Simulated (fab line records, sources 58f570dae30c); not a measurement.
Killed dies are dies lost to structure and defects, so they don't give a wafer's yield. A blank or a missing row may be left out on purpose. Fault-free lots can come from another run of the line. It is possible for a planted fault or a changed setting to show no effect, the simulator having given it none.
Problem report, 8D (eight disciplines) form, completed by code | flow berkeleyCmos170 | the parts of the form that need people (team, actions taken, sign-off) are left out

== 1. WHAT IS WRONG ==
Across 4 wafers from 2 lots, SPACER_TEOS_THK at UCB170_SPACER_THK_MEAS_01 averages 323 nm, while fault-free wafers read 378 nm with a standard deviation of 4.6. Measured from the usual mean, that is -12 standard deviations.
Earliest sighting: wafer L758.3 on filmMetro-03 at day 10 04:01. The record holds 42 wafers of 14 lots with a number at this step. Rule for "out", or "out of limits": more than 4 standard deviations from the usual mean. Any other wafer with a number is counted as sound.

== 2. WHAT IT IS, AND WHAT IT ISN'T ==
question                    | is                             | is not
which readings at this step | SPACER_TEOS_THK                | -
which lots                  | L758, L760                     | L746, L748, L749, L750, L751, L752, L754, L755, L761, L767, L768, L769
which wafers of those lots  | L758.3, L758.6, L760.3, L760.6 | L758.2, L760.1
read on which gauges        | filmMetro-03                   | filmMetro-01, filmMetro-04
when                        | from day 10 04:01              | up to then (25 sound wafers); but 13 sound wafers of L760, L761, L767, L768, L769 came after

== 3. WHAT RULES OUT EACH SUSPECT ==
Counting: a tool at a process step up to the reading stays a suspect if it ran every lot that is out. Sound lots after the first of them don't rule it out here, since some wafers of a struck lot are sound.
- the gauge at UCB170_SPACER_THK_MEAS_01 has been ruled out. All the wafers that are out were read on filmMetro-03, but those of them that UCB170_SPACER_CVD_00 has rows for are out there too, on other tools.
- pecvd-01 at UCB170_SPACER_CVD_00 (deposits SiO2 from TEOS/O2, target thk 376 nm, time 47 s): kept. Ran every lot that is out, first one L758 (day 10 03:58); last sound lot up to then L750 (day 8 02:14). On those wafers its own readings are out: rfFwdPowerW.
- At UCB170_SPACER_CVD_00, inside pecvd-01: chamber 0 took the wafers that are out, while their sound lot-mates went through chambers 1, 2.
After counting, what remains is pecvd-01 at UCB170_SPACER_CVD_00.

== 4. THE CAUSE (what the simulator had put in) ==
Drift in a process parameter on pecvd-01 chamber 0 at UCB170_SPACER_CVD_00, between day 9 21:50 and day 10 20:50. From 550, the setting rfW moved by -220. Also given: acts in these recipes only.
Only this tool survived the counting.

== 5. THE EFFECT CHAIN, in route order ==
Each row: a reading where the mean over the struck wafers with a number is more than 3 standard deviations away from the usual. Scope: only readings with a usual standard deviation given in the record; hours: median across lots of the time from each lot's start at the first step in this table that gives one to its start at this step; sigmas: change in usual standard deviations.
hours | step                      | reading         | usual      | on struck wafers | change | sigmas
0     | UCB170_SPACER_CVD_00      | rfFwdPowerW     | 543.5 W    | 326.4            | -217.1 | -84
0     | UCB170_SPACER_THK_MEAS_01 | SPACER_TEOS_THK | 378 nm     | 323              | -55    | -12
6     | UCB170_SPACER_ETCHBACK_03 | oesProductAu    | 0.898 a.u. | 0.806            | -0.092 | -6.5
Process steps it contains:
- UCB170_SPACER_CVD_00: deposits SiO2 from TEOS/O2, target thk 376 nm, time 47 s.
- UCB170_SPACER_ETCHBACK_03: etches SiO2 in CHF3/CF4/Ar, stops on Si, target depth 376 nm, time 100 s.

== 6. HOW IT WOULD HAVE BEEN CAUGHT EARLIER ==
Counted from the fault's start at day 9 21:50, it took 6 hours until the first out-of-limits reading at a measuring or inspecting step in this record, taken at day 10 04:01.
Tool's own readings at UCB170_SPACER_CVD_00, rfFwdPowerW: out on all struck wafers the step has rows for; an alarm limit on them would have tripped on the first.
By day 10 04:01 the whole set of lots that are out, 2 in number, had already begun UCB170_SPACER_CVD_00 on pecvd-01. Had the tool been put on hold then, not one of them would have been saved.
